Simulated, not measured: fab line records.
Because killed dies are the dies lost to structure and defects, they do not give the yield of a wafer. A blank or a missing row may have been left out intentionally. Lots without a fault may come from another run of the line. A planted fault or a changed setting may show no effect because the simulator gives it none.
fab line records -- flow berkeley_cmos170 -- part 2 of 2: steps 28 to 39 of 39
record: lots: 5, wafers: 15, last_day: 11
route steps=331 shown M1@247 V1@254 M2@271
lots that met no fault: from a run of the same line without faults
start_h: the number of hours between the record's first day and the start of the first shown wafer of the lot -- wait_h: time in hours since the lot's previous step -- " as in the row above -- L1.1+2: a row that stands for several wafers -- - value missing, or start not given -- * or withheld: withheld -- < > ~ a bound
route shown NAME@n: names a module that has steps shown in the file, with the first one's number in the route -- usual: average and standard deviation across the fault-free wafers -- same: alike in all rows -- chamber/n: place in a boat -- sites: readings site by site -- _std_site: standard deviation across them -- _edge_site: outer sites' mean less inner sites' -- radius_mm: how far each site lies from the wafer's centre -- mask NAME#n: copy n -- behind: tool/chamber where the wafer was last shaped -- hold: what put the lot on hold/how long, in hours/how the hold closed -- device: names the non-switching transistor (n, p or np) -- end of line: the same wafers' tests at the end of the route -- step lacking rows: just its recipe -- killed: not the wafer's yield, but the dies lost to structure and defects at the first sort -- map: a wafer's dies, marking killed ones x, the rest . and places with no die _
set.NAME: the setting the step ran with; set.NAME@STEP: the setting that earlier step ran with -- model.NAME: the simulator's own value behind a step, which no gauge read
lots seen at some steps along the route; tables by step, rows by wafer
services: when a tool's chamber went out of use (start_h, in hours from the record's first day, below 0 if earlier), for how many hours, and the reason
== steps ==
step: UCB170_M2_THK_MEAS_03
recipe: thk_meas_gauge: xrf, reads: Al_of_M2_SPUTTER_01
usual: M2_AL_THK: 908/8.9
lot.wafer,tool,chamber,start_h,wait_h,M2_AL_THK[nm]
L078.4,film_metro-04,-,167.44,0.1,916
L078.5,film_metro-04,-,167.44,0.1,909
L078.6,film_metro-04,-,167.44,0.1,904
L083.2,film_metro-04,-,214.21,0.1,902
L083.5,film_metro-04,-,214.21,0.1,895
L083.6,film_metro-04,-,214.21,0.1,893
L089.1,film_metro-01,-,235.73,0.1,891
L089.2,film_metro-01,-,235.73,0.1,894
L089.5,film_metro-01,-,235.73,0.1,899
L090.3,film_metro-03,-,242.32,0.1,921
L090.4,film_metro-03,-,242.32,0.1,910
L090.6,film_metro-03,-,242.32,0.1,916
L095.1,film_metro-03,-,265.04,0.1,896
L095.3,film_metro-03,-,265.04,0.1,911
L095.6,film_metro-03,-,265.04,0.1,896
step: UCB170_M2_HMDS_04
recipe: prime_time_s: 60, prime_temp_c: 100
lot.wafer,tool,chamber,start_h,wait_h
L078.4+5+6,litho_track-01,0,167.87,0.4
L083.2+5+6,litho_track-04,0,214.36,0.1
L089.1+2+5,litho_track-01,0,236.08,0.3
L090.3+4+6,litho_track-01,0,242.41,0.1
L095.1+3+6,litho_track-01,0,265.10,0.1
step: UCB170_M2_COAT_05
recipe: resist: KrF, spin_rpm: 1500, resist_thk_nm: 900
usual: spin_speed_rpm: 1500.0/1
lot.wafer,tool,chamber,start_h,wait_h,spin_speed_rpm
L078.4,litho_track-01,0,168.02,0.1,1498.7
L078.5,litho_track-01,0,168.02,0.1,1500.1
L078.6,litho_track-01,0,168.02,0.1,1501.8
L083.2,litho_track-04,0,214.51,0.1,1498.2
L083.5,litho_track-04,0,214.51,0.1,1500.4
L083.6,litho_track-04,0,214.51,0.1,1498.6
L089.1,litho_track-01,0,236.23,0.1,1500.9
L089.2,litho_track-01,0,236.23,0.1,1501.5
L089.5,litho_track-01,0,236.23,0.1,1500.9
L090.3,litho_track-01,0,242.56,0.1,1498.4
L090.4,litho_track-01,0,242.56,0.1,1500.0
L090.6,litho_track-01,0,242.56,0.1,1499.0
L095.1,litho_track-01,0,265.25,0.1,1499.6
L095.3,litho_track-01,0,265.25,0.1,1500.5
L095.6,litho_track-01,0,265.25,0.1,1499.4
step: UCB170_M2_SOFTBAKE_06
recipe: resist: KrF, temp_c: 130, time_s: 60
same: time_s: 60
lot.wafer,tool,chamber,start_h,wait_h
L078.4+5+6,litho_track-01,0,168.17,0.1
L083.2+5+6,litho_track-04,0,214.66,0.1
L089.1+2+5,litho_track-01,0,236.38,0.1
L090.3+4+6,litho_track-01,0,242.71,0.1
L095.1+3+6,litho_track-01,0,265.40,0.1
step: UCB170_M2_STRIP_07
recipe: chemistry: O2, power_w: 400, pressure_mtorr: 3500, platen_temp_c: withheld, o2_flow_sccm: 400, overash_fraction: 0.5
usual: drypump_motor_current_A: 5.7/0.41, oes_product_au: 0.736/0.0044, strip_time_to_endpoint_s: 22.01/0.064
lot.wafer,tool,chamber,start_h,wait_h,drypump_motor_current_A,oes_product_au,rf_hours_counter_h,strip_time_to_endpoint_s
L078.4,plasma_asher-01,1,168.28,0.1,5.6,0.741,-,22.02
L078.5,plasma_asher-01,0,168.28,0.1,5.1,0.732,-,21.96
L078.6,plasma_asher-01,1,168.28,0.1,5.5,0.730,-,21.93
L083.2,plasma_asher-04,0,214.79,0.1,6.4,0.734,7,22.09
L083.5,plasma_asher-04,0,214.79,0.1,6.4,0.734,-,22.05
L083.6,plasma_asher-04,1,214.79,0.1,6.1,0.736,-,22.06
L089.1,plasma_asher-03,1,236.53,0.1,5.4,0.737,54,21.95
L089.2,plasma_asher-03,0,236.53,0.1,5.6,0.747,54,22.00
L089.5,plasma_asher-03,0,236.53,0.1,5.6,0.728,-,22.03
L090.3,plasma_asher-03,0,242.84,0.1,5.6,0.730,-,22.10
L090.4,plasma_asher-03,1,242.84,0.1,5.5,0.741,-,22.06
L090.6,plasma_asher-03,0,242.84,0.1,5.6,0.736,-,22.14
L095.1,plasma_asher-01,1,265.55,0.1,5.6,0.736,61,22.07
L095.3,plasma_asher-01,1,265.55,0.1,5.6,0.733,-,22.03
L095.6,plasma_asher-01,0,265.55,0.1,5.2,0.732,-,22.01
step: UCB170_M2_STRIP_08
recipe: chemistry: DMSO, temp_c: 80, time_s: 600, material: KrF
usual: temp_c: 80.02/0.13
same: time_s: 600
lot.wafer,tool,chamber,start_h,wait_h,temp_c
L078.4,wet_bench-01,1,168.34,0.0,80.04
L078.5,wet_bench-01,1,168.34,0.0,80.19
L078.6,wet_bench-01,1,168.34,0.0,80.11
L083.2,wet_bench-04,3,217.78,3.0,80.07
L083.5,wet_bench-04,3,217.78,3.0,80.07
L083.6,wet_bench-04,3,217.78,3.0,80.09
L089.1,wet_bench-02,3,236.63,0.1,80.04
L089.2,wet_bench-02,3,236.63,0.1,80.10
L089.5,wet_bench-02,3,236.63,0.1,80.07
L090.3,wet_bench-02,0,242.93,0.1,80.08
L090.4,wet_bench-02,0,242.93,0.1,80.07
L090.6,wet_bench-02,0,242.93,0.1,80.18
L095.1,wet_bench-02,0,265.65,0.1,80.32
L095.3,wet_bench-02,0,265.65,0.1,80.05
L095.6,wet_bench-02,0,265.65,0.1,80.15
step: UCB170_M2_COAT_09
recipe: resist: BARC, temp_c: withheld, time_s: withheld, spin_rpm: 3000, resist_thk_nm: withheld
usual: spin_speed_rpm: 2999.9/2.2
lot.wafer,tool,chamber,start_h,wait_h,spin_speed_rpm
L078.4,litho_track-04,0,168.84,0.3,2998.5
L078.5,litho_track-04,0,168.84,0.3,2999.5
L078.6,litho_track-04,0,168.84,0.3,2997.2
L083.2,litho_track-04,0,217.98,0.0,3000.1
L083.5,litho_track-04,0,217.98,0.0,2996.4
L083.6,litho_track-04,0,217.98,0.0,2997.7
L089.1,litho_track-04,0,237.12,0.3,2995.0
L089.2,litho_track-04,0,237.12,0.3,2994.6
L089.5,litho_track-04,0,237.12,0.3,2995.5
L090.3,litho_track-01,0,243.61,0.5,3000.5
L090.4,litho_track-01,0,243.61,0.5,3002.4
L090.6,litho_track-01,0,243.61,0.5,3002.5
L095.1,litho_track-04,0,265.82,0.0,3003.2
L095.3,litho_track-04,0,265.82,0.0,3001.2
L095.6,litho_track-04,0,265.82,0.0,3002.1
step: UCB170_M2_COAT_10
recipe: resist: KrF, spin_rpm: 1500, resist_thk_nm: 900
usual: spin_speed_rpm: 1499.8/1.1
lot.wafer,tool,chamber,start_h,wait_h,spin_speed_rpm
L078.4,litho_track-04,0,-,-,1500.5
L078.5,litho_track-04,0,-,-,1497.2
L078.6,litho_track-04,0,-,-,1501.6
L083.2,litho_track-04,0,-,-,1499.9
L083.5,litho_track-04,0,-,-,1501.2
L083.6,litho_track-04,0,-,-,1500.0
L089.1,litho_track-04,0,-,-,1499.8
L089.2,litho_track-04,0,-,-,1499.7
L089.5,litho_track-04,0,-,-,1501.0
L090.3,litho_track-01,0,-,-,1499.5
L090.4,litho_track-01,0,-,-,1499.3
L090.6,litho_track-01,0,-,-,1500.7
L095.1,litho_track-04,0,-,-,1498.5
L095.3,litho_track-04,0,-,-,1498.7
L095.6,litho_track-04,0,-,-,1500.7
step: UCB170_M2_SOFTBAKE_11
recipe: resist: KrF, temp_c: 130, time_s: 58.46
same: time_s: 58.46
lot.wafer,tool,chamber,start_h,wait_h
L078.4+5+6,litho_track-04,0,-,-
L083.2+5+6,litho_track-04,0,-,-
L089.1+2+5,litho_track-04,0,-,-
L090.3+4+6,litho_track-01,0,-,-
L095.1+3+6,litho_track-04,0,-,-
step: UCB170_M2_EXPOSE_12
recipe: mask_id: METAL2, target_cd_nm: 700, na: 0.5, sigma_outer: 0.6, source_shape: conventional, dose_mj: 26
same: na: 0.5, sigma_outer: 0.6
lot.wafer,tool,chamber,start_h,wait_h,mask
L078.4+5+6,krf_scanner-02,0,169.66,-,METAL2#0
L083.2+5+6,krf_scanner-02,0,218.79,-,METAL2#0
L089.1+2+5,krf_scanner-01,0,237.57,-,METAL2#0
L090.3+4+6,krf_scanner-01,0,244.05,-,METAL2#0
L095.1+3+6,krf_scanner-01,0,266.27,-,METAL2#0
step: UCB170_M2_PEB_13
recipe: peb_temp_c: 130, peb_time_s: withheld, resist: KrF
lot.wafer,tool,chamber,start_h,wait_h
L078.4+5+6,litho_track-01,0,169.94,0.3
L083.2+5+6,litho_track-01,0,219.16,0.4
L089.1+2+5,litho_track-01,0,238.15,0.6
L090.3+4+6,litho_track-04,0,244.51,0.4
L095.1+3+6,litho_track-02,0,266.39,0.1
step: UCB170_M2_DEVELOP_14
recipe: developer: TMAH, develop_time_s: 44.01, resist: KrF, dev_temp_c: 21
lot.wafer,tool,chamber,start_h,wait_h
L078.4+5+6,litho_track-01,0,-,-
L083.2+5+6,litho_track-01,0,-,-
L089.1+2+5,litho_track-01,0,-,-
L090.3+4+6,litho_track-04,0,-,-
L095.1+3+6,litho_track-02,0,-,-
== services ==
tool,chamber,start_h,hours,kind
krf_scanner-01,-,139.27,4.0,pm
krf_scanner-01,-,145.38,4.0,repair
krf_scanner-01,-,160.16,1.0,pm
rie_diel-01,1,165.89,28.0,repair
rie_diel-02,3,168.64,5.0,repair
cmp-01,-,168.88,4.1,repair
rie_diel-01,2,170.03,6.0,repair
rie_diel-03,2,175.28,2.8,repair
plasma_asher-04,-,179.62,2.8,pm
krf_scanner-02,-,191.19,1.0,pm
cmp-01,-,193.51,1.3,repair
krf_scanner-02,-,208.65,4.4,pm
rie_diel-02,-,212.02,15.6,pm
krf_scanner-01,-,213.05,0.8,pm
rie_diel-01,-,219.17,0.7,repair
rie_diel-03,1,227.52,4.4,repair
pvd_sputter-04,-,228.54,3.6,repair
rie_diel-01,-,242.91,1.5,repair
cmp-01,-,245.05,1.7,repair
cmp-01,-,246.10,0.7,repair
furnace-04,-,247.82,3.3,pm
krf_scanner-01,-,250.21,1.7,repair
plasma_asher-04,-,254.98,11.6,repair
pvd_sputter-04,-,257.47,0.5,repair
